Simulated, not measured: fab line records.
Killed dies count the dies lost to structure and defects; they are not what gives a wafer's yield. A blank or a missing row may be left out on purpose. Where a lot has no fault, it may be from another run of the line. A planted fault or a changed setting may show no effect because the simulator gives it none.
Commonality check across tools -- flow rit cmos -- 14 lots and 42 wafers in the sample

WHAT PROMPTED THE OPENING
Of 14 lots, 2 have the reading PWELL_TW flagged at RIT_PWELL_TW_MEAS_10. Fault-free wafers read 956, with a standard deviation of 8.3.
Rule: a lot is flagged when every wafer of it that has a number lies more than 4 standard deviations from that mean, or none has a number. As for the other lots, they are considered sound.

lot,measured,on,"PWELL_TW, wafer by wafer",flag
L309,day 1 23:26,film metro-03,954 955 955,
L310,day 2 04:22,film metro-01,963 969 965,
L311,day 2 08:44,film metro-03,948 949 944,
L312,day 2 14:06,film metro-01,966 966 967,
L314,day 2 23:38,film metro-01,966 960 959,
L315,day 3 04:45,film metro-01,957 955 964,
L316,day 3 09:34,film metro-02,951 943 945,
L318,day 3 21:25,film metro-01,959 963 959,
L319,day 4 00:37,film metro-01,1103 1102 1107,FLAGGED
L320,day 4 06:51,film metro-01,1108 1106 1106,FLAGGED
L327,day 5 16:28,film metro-02,944 946 947,
L329,day 6 02:50,film metro-01,962 963 961,
L330,day 6 13:13,film metro-03,948 948 948,
L332,day 6 20:43,film metro-01,961 962 963,
On average the flagged lots' numbers are 1105, which is +149 against the usual, or +18 standard deviations.

TOOL THAT RAN EACH LOT
The record keeps 1 process step preceding the reading, out of 202 steps on the route. Every cell lists first the tool, next ch and the chambers used by the sampled wafers, and last the start.
lot,flag,RIT_PWELL_IMPLANT_08
L309,,"implanter-03 ch 0, day 1 23:08"
L310,,"implanter-01 ch 0, day 2 04:04"
L311,,"implanter-03 ch 0, day 2 08:26"
L312,,"implanter-01 ch 0, day 2 13:47"
L314,,"implanter-01 ch 0, day 2 23:18"
L315,,"implanter-01 ch 0, day 3 04:28"
L316,,"implanter-04 ch 0, day 3 09:14"
L318,,"implanter-04 ch 0, day 3 21:07"
L319,FLAGGED,"implanter-04 ch 0, day 4 00:19"
L320,FLAGGED,"implanter-04 ch 0, day 4 06:32"
L327,,"implanter-03 ch 0, day 5 16:08"
L329,,"implanter-01 ch 0, day 6 02:34"
L330,,"implanter-03 ch 0, day 6 12:53"
L332,,"implanter-01 ch 0, day 6 20:23"
What the steps here do:
- RIT_PWELL_IMPLANT_08
- RIT_PWELL_TW_MEAS_10

FLAGGED OVER TOTAL, TOOL BY TOOL (the gauges that took the reading come last)
step,tool,lots run,flagged,share of the flagged lots,sound lots run after its first flagged lot
RIT_PWELL_IMPLANT_08,implanter-01,6,0,none,-
RIT_PWELL_IMPLANT_08,implanter-03,4,0,none,-
RIT_PWELL_IMPLANT_08,implanter-04,4,2,all,0
RIT_PWELL_TW_MEAS_10,film metro-01,9,2,all,"2 (L329,L332)"
RIT_PWELL_TW_MEAS_10,film metro-02,2,0,none,-
RIT_PWELL_TW_MEAS_10,film metro-03,3,0,none,-

THE TABLE: WHAT IT ALLOWS
Every flagged lot went through 2 rows of the table: implanter-04 at RIT_PWELL_IMPLANT_08 and film metro-01 at RIT_PWELL_TW_MEAS_10.
- implanter-04 at RIT_PWELL_IMPLANT_08 ran 4 lots, 2 of them flagged. Its last sound lot is L318 (day 3 21:07), its first flagged lot L319 (day 4 00:19): a fault that began between those two fits. Its own readings lie more than 4 standard deviations out on every wafer of the flagged lots: dose ions cm2, faraday current uA.
- film metro-01 at RIT_PWELL_TW_MEAS_10 ran 9 lots, 2 of them flagged. Lots that were sound ran on it after the first flagged one (L329, L332); a persistent fault on the entire tool would not allow that.
Just one tool remains: implanter-04 at RIT_PWELL_IMPLANT_08.

WHAT THE SIMULATOR PUT IN
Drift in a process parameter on implanter-04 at RIT_PWELL_IMPLANT_08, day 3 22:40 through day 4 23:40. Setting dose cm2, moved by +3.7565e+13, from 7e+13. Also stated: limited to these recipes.
Lots struck among those shown: L319, L320. This agrees with what the rule above found.
